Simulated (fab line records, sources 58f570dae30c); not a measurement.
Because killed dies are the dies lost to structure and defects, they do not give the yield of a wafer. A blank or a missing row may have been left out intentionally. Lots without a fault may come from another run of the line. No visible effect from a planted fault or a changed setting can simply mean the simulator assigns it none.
Which of the tools did it? | flow berkeleyCmos170 | 6 lots with 18 wafers sampled at 2 steps, on a route of 331 steps

== WHAT EACH GAUGE READ, for each wafer ==
UCB170_ACTIVE_OVL_MEAS_14.
lot  | measured     | on         | ACTIVE_OVL (nm)
L983 | day 6 10:52  | overlay-01 | 4 1 2
L987 | day 7 12:26  | overlay-01 | -8 -11 -3
L990 | day 7 12:06  | overlay-01 | -4 -2 4
L992 | day 7 23:29  | overlay-01 | 2 0 -1
L996 | day 9 13:59  | overlay-01 | -9 -3 0
L998 | day 10 03:44 | overlay-02 | -15 -7 -10

== TOOL THAT RAN EACH LOT (tool first, then ch and the chambers of the sampled wafers, then the start) ==
lot  | UCB170_ZERO_STRIP_07
L983 | plasmaAsher-02 ch 0,1, day 3 08:07
L987 | plasmaAsher-02 ch 0,1, day 4 02:49
L990 | plasmaAsher-03 ch 0,1, day 4 17:52
L992 | plasmaAsher-02 ch 0, day 5 03:13
L996 | plasmaAsher-04 ch 0,1, day 6 02:06
L998 | plasmaAsher-02 ch 0,1, day 6 09:39
- UCB170_ZERO_STRIP_07: strips in O2.

== THE ANSWER, worked out from the rows above alone ==
Rule: usual is defined by the lots themselves. The widest of any qualifying gaps counts: lots, ordered by their means at a reading, are off when they make up no more than a third of the lots, leave a main group of 4 or more, and stand apart from it by 3 or more times the standard deviation of that group's means. The tables above print the reading to a certain number of digits; a main group whose means all agree to those digits is not used. A lot without any number at a reading at which 4 lots or more have one is off too. The other lots that the step has rows for count as sound.
No lot is off at any reading shown: from this, nothing can be told.

== WHAT HAD BEEN PUT IN BY THE SIMULATOR ==
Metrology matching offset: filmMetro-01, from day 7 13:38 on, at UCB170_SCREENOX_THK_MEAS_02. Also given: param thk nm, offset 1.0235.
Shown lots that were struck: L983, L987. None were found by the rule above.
